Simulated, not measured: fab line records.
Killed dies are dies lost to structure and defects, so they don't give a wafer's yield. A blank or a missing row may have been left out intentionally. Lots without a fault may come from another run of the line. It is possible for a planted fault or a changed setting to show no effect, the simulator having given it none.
What tool caused it? -- flow rit-cmos -- 6 lots, 18 wafers sampled, at 2 steps of a route of 202

## WHAT EACH GAUGE READ, for each wafer
RIT_SILICIDE_RS_MEAS_02: measurement is done with a four-point probe.
lot,measured,on,SILICIDE_TI_RS (ohm/sq)
L178,day 3 11:35,film-metro-02,47.0 47.5 46.6
L180,day 3 17:49,film-metro-02,48.4 47.1 47.9
L182,day 4 07:44,film-metro-01,47.7 48.0 47.6
L186,day 5 06:25,film-metro-02,32.4 46.2 47.5
L193,day 6 13:08,film-metro-01,48.2 47.9 47.7
L197,day 7 10:09,film-metro-02,48.1 48.9 47.3

## EACH LOT AND THE TOOL THAT RAN IT (in order: tool; ch and the chambers of the sampled wafers; start)
lot,RIT_SILICIDE_SPUTTER_01
L178,"pvd-sputter-04, day 3 11:25"
L180,"pvd-sputter-04, day 3 17:38"
L182,"pvd-sputter-04, day 4 07:34"
L186,"pvd-sputter-04, day 5 06:14"
L193,"pvd-sputter-02, day 6 12:59"
L197,"pvd-sputter-02, day 7 10:00"
- RIT_SILICIDE_SPUTTER_01: material Ti, target thk 30 nm, time 240 s.

## THE ANSWER, worked out from the rows above alone
Rule: what is usual is taken from the lots themselves. Put in order of their means at a reading, lots are off if they are a third of the lots or fewer, leave a main group of 4 or more, and stand apart from it by a gap of 3 or more times the standard deviation of the main group's means; of several such gaps the widest counts. Not used: any main group whose means are identical at the precision the tables above print for the reading. Also off: a lot with no number at a reading for which 4 or more lots have one. Where the step has rows for the other lots, those lots are counted as sound.
Off: at RIT_SILICIDE_RS_MEAS_02 (SILICIDE_TI_RS), L186. Main group: mean 47.7 ohm/sq, sd 0.37.
A tool fits if, at a process step before that reading, it ran every lot that is off, and no sound lot after the first of them. The gauges at RIT_SILICIDE_RS_MEAS_02 are tried like those tools. One fits: RIT_SILICIDE_SPUTTER_01 on pvd-sputter-04. A fault onset in the window from L182 (day 4 07:34, its last sound lot) to L186 (day 5 06:14, its first lot off) fits.

## WHAT THE SIMULATOR HAD PUT IN
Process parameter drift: pvd-sputter-04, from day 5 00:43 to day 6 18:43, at RIT_SILICIDE_SPUTTER_01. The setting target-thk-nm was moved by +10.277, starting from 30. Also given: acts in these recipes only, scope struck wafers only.
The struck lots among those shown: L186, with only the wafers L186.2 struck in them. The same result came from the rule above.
